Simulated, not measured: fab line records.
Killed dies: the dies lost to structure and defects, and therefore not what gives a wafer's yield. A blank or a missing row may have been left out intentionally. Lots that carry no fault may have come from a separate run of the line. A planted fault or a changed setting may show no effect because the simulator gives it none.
Problem report in the 8D (eight disciplines) form, filled by code	flow berkeley-cmos170	the parts of the form that need people (team, actions taken, sign-off) are left out

1. THE ISSUE
Mean of oes-product-au at UCB170_M3_ETCH_17: 1.369 a.u. across 2 wafers in 2 lots; on wafers with no fault it is 0.996 a.u. (standard deviation 0.019). That puts it +20 standard deviations away from the usual mean.
The step: etches BARC in N2/H2.
Earliest sighting: wafer L481.1 on rie-diel-04 at day 10 17:38. The record holds 18 wafers of 6 lots with a number at this step. Rule for "out", or "out of limits": more than 4 standard deviations from the usual mean. The other wafers with a number count as sound.

2. WHAT IT IS, AND WHAT IT ISN'T
question	is	is not
which readings at this step	oes-product-au	drypump-motor-current-A, throttle-valve-pct
which lots	L481, L484	L471, L475, L488, L490
which wafers of those lots	L481.1, L484.4	L481.3, L481.5, L484.1, L484.2
read on which tools	rie-diel-04	rie-diel-01, rie-diel-03
when	from day 10 17:38	up to then (8 sound wafers); but 8 sound wafers of L484, L488, L490 came after

3. SUSPECTS, AND WHAT RULES EACH OUT
Counting: any tool at a process step up to the reading remains a suspect provided it ran every lot that is out. Sound lots after the first of them don't rule it out here, since some wafers of a struck lot are sound.
- rie-diel-04 at UCB170_M3_ETCH_17 (etches BARC in N2/H2): kept. Every lot that is out went through it, the first being L481 (day 10 17:38); the last sound lot it ran before that was L471 (day 9 01:53). Out on those wafers are its own readings of oes-product-au.
- At UCB170_M3_ETCH_17, inside rie-diel-04: chamber 0 took the wafers that are out, while their sound lot-mates went through chambers 1, 2, 3.
Remaining after the count: rie-diel-04 at UCB170_M3_ETCH_17.

4. THE CAUSE (what the simulator had put in)
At UCB170_M3_ETCH_17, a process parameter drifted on rie-diel-04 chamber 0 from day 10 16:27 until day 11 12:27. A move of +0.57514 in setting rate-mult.
Only this tool survived the counting.

5. THE CHAIN OF EFFECTS, in route order
Each row: a reading whose mean over the struck wafers that have a number lies more than 3 standard deviations from the usual. Only readings for which the record gives a usual standard deviation are gone through. hours: the time from each lot's start at the first step in this table that gives one to its start at this step, as a median over the lots. sigmas: the change in usual standard deviations.
hours	step	reading	usual	on struck wafers	change	sigmas
0	UCB170_M3_ETCH_17	oes-product-au	0.996 a.u.	1.369	+0.373	+20
The process steps in it:
- UCB170_M3_ETCH_17: etches BARC in N2/H2.

6. HOW IT WOULD HAVE BEEN CAUGHT EARLIER
In this record the first reading out of limits was taken at day 10 17:38, 1 hour after the fault began at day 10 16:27.
